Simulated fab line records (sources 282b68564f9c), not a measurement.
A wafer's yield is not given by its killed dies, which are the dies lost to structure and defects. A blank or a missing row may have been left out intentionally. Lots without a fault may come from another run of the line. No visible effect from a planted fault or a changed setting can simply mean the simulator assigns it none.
Which tool is to blame?	flow ritCmos	14 lots, 42 wafers sampled, at 3 steps of a route of 202

## WHAT THE GAUGES READ, wafer by wafer
RIT_GATE_CD_MEAS_16: the cd target is 150 nm. Usual: cdNm reads 150.5 nm (standard deviation 2.8).
lot	measured	on	cdNm (nm)	flag
L693	day 2 15:55	cdSem-02	150.0 153.5 151.8	
L695	day 3 05:36	cdSem-02	148.0 147.8 148.5	
L697	day 3 10:15	cdSem-01	150.2 150.7 149.8	
L698	day 3 20:24	cdSem-02	150.6 150.4 152.2	
L699	day 3 20:43	cdSem-02	155.7 157.4 155.0	
L700	day 4 01:32	cdSem-02	152.2 151.9 153.1	
L701	day 4 08:20	cdSem-01	155.3 155.7 153.0	
L703	day 4 21:34	cdSem-02	148.5 148.2 144.9	
L705	day 5 04:39	cdSem-01	147.3 147.9 147.4	
L706	day 5 11:53	cdSem-02	152.1 152.1 151.3	
L707	day 5 14:30	cdSem-01	149.0 147.9 148.6	
L708	day 5 16:56	cdSem-02	151.6 151.1 151.7	
L713	day 6 21:37	cdSem-01	152.6 151.2 151.7	
L715	day 7 03:36	cdSem-01	148.2 148.5 147.5	

RIT_NLDD_OVL_MEAS_06. Usual: NLDD_OVL gives -0.6 nm (standard deviation 1.3).
lot	measured	on	NLDD_OVL (nm)	flag
L693	day 2 20:53	overlay-01	1.3 2.2 0.4	
L695	day 3 10:29	overlay-02	-2.4 -0.6 -0.9	
L697	day 3 16:07	overlay-01	2.1 1.4 0.9	
L698	day 4 01:04	overlay-01	-0.8 -1.8 -0.1	
L699	day 4 01:31	overlay-01	-0.3 -2.5 -1.4	
L700	day 4 06:16	overlay-01	2.9 0.4 0.2	
L701	day 4 16:06	overlay-02	-0.2 -0.9 -1.9	
L703	day 5 02:14	overlay-02	-1.0 -2.1 -0.7	
L705	day 5 11:26	overlay-02	-1.7 -1.4 -1.6	
L706	day 5 16:58	overlay-01	-0.5 -0.1 -1.4	
L707	day 5 20:50	overlay-01	-0.7 0.7 1.2	
L708	day 5 22:11	overlay-02	-1.3 -1.1 -1.9	
L713	day 7 02:11	overlay-01	-0.7 -0.5 -0.8	
L715	day 7 09:26	overlay-01	-0.3 1.3 -0.2	

## WHICH TOOL RAN EACH LOT (tool, then ch and the chambers of the sampled wafers, then the start)
lot	RIT_PWELL_STRIP_09
L693	plasmaAsher-01 ch 0,1, day 2 00:52
L695	plasmaAsher-01 ch 0,1, day 2 12:31
L697	plasmaAsher-04 ch 0,1, day 2 20:15
L698	plasmaAsher-01 ch 0,1, day 3 02:25
L699	plasmaAsher-04 ch 0,1, day 3 06:50
L700	plasmaAsher-03 ch 0,1, day 3 10:32
L701	plasmaAsher-03 ch 0,1, day 3 17:33
L703	plasmaAsher-03 ch 0,1, day 4 07:19
L705	plasmaAsher-03 ch 0,1, day 4 12:22
L706	plasmaAsher-01 ch 0,1, day 4 20:41
L707	plasmaAsher-01 ch 1, day 4 23:26
L708	plasmaAsher-04 ch 0,1, day 5 02:56
L713	plasmaAsher-04 ch 0,1, day 6 04:43
L715	plasmaAsher-04 ch 0,1, day 6 12:50
- RIT_PWELL_STRIP_09: strips in O2, time 180 s.

## WHAT THE TOOLS THEMSELVES READ (means of the sampled wafers that have a number; where no wafer has one, the mark that the record gives instead)
RIT_PWELL_STRIP_09. Usual: drypumpMotorCurrentA 5.5 A, standard deviation 0.48; o2FlowSccm 3998 sccm, standard deviation 12.
lot	tool	drypumpMotorCurrentA (A)	o2FlowSccm (sccm)	flag
L693	plasmaAsher-01	5.1	3991	
L695	plasmaAsher-01	5.1	4015	
L697	plasmaAsher-04	5.8	4015	
L698	plasmaAsher-01	5.5	3996	
L699	plasmaAsher-04	5.8	4002	
L700	plasmaAsher-03	5.6	4007	
L701	plasmaAsher-03	5.5	3995	
L703	plasmaAsher-03	5.5	3999	
L705	plasmaAsher-03	5.6	3988	
L706	plasmaAsher-01	5.1	3995	
L707	plasmaAsher-01	6.0	3988	
L708	plasmaAsher-04	5.7	4001	
L713	plasmaAsher-04	5.7	3992	
L715	plasmaAsher-04	5.7	3996	

## THE ANSWER, worked out from the rows above alone
Rule: lot off if the mean of its wafers having a number is beyond 3 standard deviations from the usual mean. A lot without any number at a reading at which 4 lots or more have one is off too. Where the step has rows for the other lots, those lots are counted as sound. The gauges are gone through in route order, then the tools' own readings, and for those a lot's mean is taken as printed above. At the first step where some lot is off, the reading lying furthest off is the one used; lots without a number count as furthest.
Nothing can be told from this: no lot is off at any reading shown.

## WHAT HAD BEEN PUT IN BY THE SIMULATOR
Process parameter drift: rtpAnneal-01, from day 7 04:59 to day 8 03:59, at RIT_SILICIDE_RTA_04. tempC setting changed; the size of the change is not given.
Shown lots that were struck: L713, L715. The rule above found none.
